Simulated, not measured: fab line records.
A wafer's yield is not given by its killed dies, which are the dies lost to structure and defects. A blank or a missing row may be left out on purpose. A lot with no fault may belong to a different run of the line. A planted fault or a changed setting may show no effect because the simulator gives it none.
What tool caused it? || flow berkeley_cmos170 || Sampling: 13 lots, 39 wafers, 2 of 331 route steps

== WHAT THE GAUGES SHOWED, per wafer ==
UCB170_V1_OVL_MEAS_13.
{"lot": "L796", "measured": "day 7 19:11", "on": "overlay-02", "V1_OVL (nm)": "3 -1 -3"}
{"lot": "L795", "measured": "day 7 22:08", "on": "overlay-01", "V1_OVL (nm)": "2 -1 0"}
{"lot": "L797", "measured": "day 8 03:38", "on": "overlay-02", "V1_OVL (nm)": "8 12 5"}
{"lot": "L799", "measured": "day 8 04:01", "on": "overlay-01", "V1_OVL (nm)": "1 2 8"}
{"lot": "L801", "measured": "day 8 04:16", "on": "overlay-02", "V1_OVL (nm)": "-1 -1 -1"}
{"lot": "L802", "measured": "day 9 00:04", "on": "overlay-01", "V1_OVL (nm)": "-3 -3 1"}
{"lot": "L804", "measured": "day 9 06:22", "on": "overlay-01", "V1_OVL (nm)": "13 18 10"}
{"lot": "L803", "measured": "day 9 06:38", "on": "overlay-01", "V1_OVL (nm)": "-3 -3 -2"}
{"lot": "L805", "measured": "day 10 14:24", "on": "overlay-02", "V1_OVL (nm)": "-5 -4 -4"}
{"lot": "L812", "measured": "day 11 01:48", "on": "overlay-01", "V1_OVL (nm)": "8 6 2"}
{"lot": "L813", "measured": "day 11 08:20", "on": "overlay-02", "V1_OVL (nm)": "9 8 2"}
{"lot": "L814", "measured": "day 11 16:20", "on": "overlay-01", "V1_OVL (nm)": "-1 -1 -3"}
{"lot": "L816", "measured": "day 12 08:40", "on": "overlay-01", "V1_OVL (nm)": "0 1 -5"}

UCB170_M2_THK_MEAS_03: measures by xrf.
{"lot": "L796", "measured": "day 7 19:53", "on": "film_metro-01", "M2_AL_THK (nm)": "892 892 899"}
{"lot": "L795", "measured": "day 7 22:50", "on": "film_metro-02", "M2_AL_THK (nm)": "884 879 897"}
{"lot": "L797", "measured": "day 8 04:25", "on": "film_metro-02", "M2_AL_THK (nm)": "907 914 902"}
{"lot": "L799", "measured": "day 8 04:43", "on": "film_metro-01", "M2_AL_THK (nm)": "895 899 903"}
{"lot": "L801", "measured": "day 8 04:58", "on": "film_metro-02", "M2_AL_THK (nm)": "903 906 890"}
{"lot": "L802", "measured": "day 9 00:47", "on": "film_metro-01", "M2_AL_THK (nm)": "900 887 875"}
{"lot": "L804", "measured": "day 9 07:04", "on": "film_metro-04", "M2_AL_THK (nm)": "915 898 903"}
{"lot": "L803", "measured": "day 9 07:20", "on": "film_metro-04", "M2_AL_THK (nm)": "887 903 892"}
{"lot": "L805", "measured": "day 10 15:06", "on": "film_metro-01", "M2_AL_THK (nm)": "883 902 897"}
{"lot": "L812", "measured": "day 11 02:31", "on": "film_metro-04", "M2_AL_THK (nm)": "912 913 898"}
{"lot": "L813", "measured": "day 11 09:03", "on": "film_metro-04", "M2_AL_THK (nm)": "904 903 911"}
{"lot": "L814", "measured": "day 11 17:03", "on": "film_metro-02", "M2_AL_THK (nm)": "902 907 912"}
{"lot": "L816", "measured": "day 12 09:22", "on": "film_metro-01", "M2_AL_THK (nm)": "910 892 899"}

== EACH LOT AND THE TOOL THAT RAN IT (in order: tool; ch and the chambers of the sampled wafers; start) ==
There is no process step in the record ahead of these readings.

== AS READ BY THE TOOLS THEMSELVES (means over the sampled wafers that have a number; for cases with no such wafer, the mark the record gives instead) ==
The record holds no such reading with a usual standard deviation.

== THE ANSWER, worked out from the rows above alone ==
Rule: usual is defined by the lots themselves. The widest of any qualifying gaps counts: lots, ordered by their means at a reading, are off when they make up no more than a third of the lots, leave a main group of 4 or more, and stand apart from it by 3 or more times the standard deviation of that group's means. The tables above print the reading to a certain number of digits; a main group whose means all agree to those digits is not used. Also off: a lot with no number at a reading for which 4 or more lots have one. Any other lot the step has rows for is counted as sound. The gauges are gone through in route order, then the tools' own readings, and for those a lot's mean is taken as printed above. The first step at which some lot is off is used, and at that step the reading that is off furthest; a lot without a number counts as furthest.
No lot is off at any reading shown: from this, nothing can be told.

== WHAT WAS PUT IN BY THE SIMULATOR ==
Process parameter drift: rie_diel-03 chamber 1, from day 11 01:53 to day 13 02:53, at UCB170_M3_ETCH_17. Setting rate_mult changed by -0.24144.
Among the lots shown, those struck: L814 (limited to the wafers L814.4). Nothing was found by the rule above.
